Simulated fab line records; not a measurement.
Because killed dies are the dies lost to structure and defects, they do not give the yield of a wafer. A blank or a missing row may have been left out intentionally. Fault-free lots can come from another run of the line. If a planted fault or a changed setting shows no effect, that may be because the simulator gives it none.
What tool caused it? -- flow berkeley cmos170 -- 44 wafers from 15 lots sampled at 4 of the route's 331 steps

WHAT EACH GAUGE READ, for each wafer
UCB170_PLDD_OVL_MEAS_07.
lot,measured,on,PLDD_OVL (nm)
L397,day 7 06:20,overlay-01,6 2 2
L398,day 7 16:18,overlay-01,-3 -2 -9
L399,day 7 16:01,overlay-02,-3 3 -1
L400,day 8 04:43,overlay-01,6 3 2
L401,day 8 05:16,overlay-02,-1 -5 -4
L402,day 8 05:10,overlay-01,-4 -7 -7
L403,day 8 20:35,overlay-01,2 1 -3
L404,day 8 19:52,overlay-01,-4 -4 2
L407,day 9 05:55,overlay-01,-8 -4 5
L409,day 9 22:59,overlay-02,2 -4 -6
L411,day 10 13:17,overlay-02,-2 3 -5
L412,day 10 13:47,overlay-02,-2 -1 -4
L413,day 10 13:35,overlay-02,-4 0
L419,day 11 17:59,overlay-01,5 1 -2
L420,day 11 18:17,overlay-01,5 -4 0

UCB170_M2_CD_MEAS_15: the cd target is 700 nm.
lot,measured,on,cd nm (nm)
L397,day 8 13:07,cd sem-02,698.1 697.1 699.7
L398,day 8 22:05,cd sem-01,700.3 699.3 700.3
L399,day 8 21:16,cd sem-02,701.6 701.8 702.5
L400,day 9 10:08,cd sem-02,698.8 698.7 699.5
L401,day 9 11:40,cd sem-01,701.0 701.4 701.1
L402,day 9 12:31,cd sem-02,699.6 699.6 699.3
L403,day 10 00:58,cd sem-01,697.3 698.4 698.0
L404,day 10 01:14,cd sem-02,698.9 699.3 699.5
L407,day 10 10:39,cd sem-02,697.9 698.7 699.1
L409,day 11 05:02,cd sem-02,699.5 699.5 699.6
L411,day 11 21:58,cd sem-01,698.4 699.3 698.9
L412,day 11 22:40,cd sem-02,699.5 699.2 700.3
L413,day 11 22:23,cd sem-02,700.1 699.2
L419,day 12 23:26,cd sem-01,700.2 699.8 699.7
L420,day 13 01:53,cd sem-01,700.4 700.2 700.4

TOOL THAT RAN EACH LOT (tool first, then ch and the chambers of the sampled wafers, then the start)
lot,UCB170_FIELD_WET_ETCH_04,UCB170_SILICIDE_RTA_04
L397,"wet bench-04 ch 3, day 5 07:23","rtp anneal-02 ch 0, day 7 20:08"
L398,"wet bench-03 ch 3, day 5 16:05","rtp anneal-01 ch 0, day 8 08:05"
L399,"wet bench-03 ch 1, day 5 16:05","rtp anneal-02 ch 0, day 8 07:26"
L400,"wet bench-03 ch 3, day 6 00:32","rtp anneal-02 ch 0, day 8 19:52"
L401,"wet bench-03 ch 3, day 6 08:41","rtp anneal-01 ch 0, day 8 21:10"
L402,"wet bench-03 ch 0, day 6 08:41","rtp anneal-02 ch 0, day 8 20:43"
L403,"wet bench-03 ch 1, day 6 22:42","rtp anneal-02 ch 0, day 9 09:56"
L404,"wet bench-03 ch 2, day 6 22:42","rtp anneal-02 ch 0, day 9 10:32"
L407,"wet bench-04 ch 3, day 7 14:58","rtp anneal-02 ch 0, day 9 20:34"
L409,"wet bench-02 ch 1, day 8 07:36","rtp anneal-01 ch 0, day 10 13:34"
L411,"wet bench-03 ch 2, day 8 18:10","rtp anneal-02 ch 0, day 11 03:52"
L412,"wet bench-03 ch 3, day 8 18:10","rtp anneal-02 ch 0, day 11 04:33"
L413,"wet bench-03 ch 1, day 8 18:10","rtp anneal-01 ch 0, day 11 04:21"
L419,"wet bench-02 ch 1, day 9 22:03","rtp anneal-01 ch 0, day 12 09:27"
L420,"wet bench-02 ch 2, day 9 22:03","rtp anneal-01 ch 0, day 12 10:37"
- UCB170_FIELD_WET_ETCH_04: etches SiO2 in dHF, time 60 s.
- UCB170_SILICIDE_RTA_04: time 15 s.

WHAT THE TOOLS THEMSELVES READ (means of the sampled wafers that have a number; where no wafer has one, the mark that the record gives instead)
UCB170_SILICIDE_RTA_04.
lot,tool,anneal temp c max,lamp power pct (%),wafer_temp_C_max
L397,rtp anneal-02,656.3,11.09,653.2
L398,rtp anneal-01,652.4,10.58,653.9
L399,rtp anneal-02,657.5,11.10,653.2
L400,rtp anneal-02,655.2,11.09,651.9
L401,rtp anneal-01,652.1,10.59,653.8
L402,rtp anneal-02,655.4,11.10,653.0
L403,rtp anneal-02,655.9,11.10,652.9
L404,rtp anneal-02,655.3,11.10,652.5
L407,rtp anneal-02,656.0,11.09,652.6
L409,rtp anneal-01,652.7,10.60,653.4
L411,rtp anneal-02,656.2,11.09,653.2
L412,rtp anneal-02,655.2,11.11,652.9
L413,rtp anneal-01,653.5,10.59,653.1
L419,rtp anneal-01,652.6,10.58,653.5
L420,rtp anneal-01,652.0,10.58,654.0

THE ANSWER, worked out from the rows above alone
Rule: the lots themselves supply what counts as usual. The widest of any qualifying gaps counts: lots, ordered by their means at a reading, are off when they make up no more than a third of the lots, leave a main group of 4 or more, and stand apart from it by 3 or more times the standard deviation of that group's means. The tables above print the reading to a certain number of digits; a main group whose means all agree to those digits is not used. A lot without any number at a reading at which 4 lots or more have one is off too. The other lots that the step has rows for count as sound. The gauges are gone through in route order, then the tools' own readings, and for those a lot's mean is taken as printed above. At the first step where some lot is off, the reading lying furthest off is the one used; lots without a number count as furthest.
Across all readings shown, no lot is off: no conclusion can be drawn from this.

WHAT HAD BEEN PUT IN BY THE SIMULATOR
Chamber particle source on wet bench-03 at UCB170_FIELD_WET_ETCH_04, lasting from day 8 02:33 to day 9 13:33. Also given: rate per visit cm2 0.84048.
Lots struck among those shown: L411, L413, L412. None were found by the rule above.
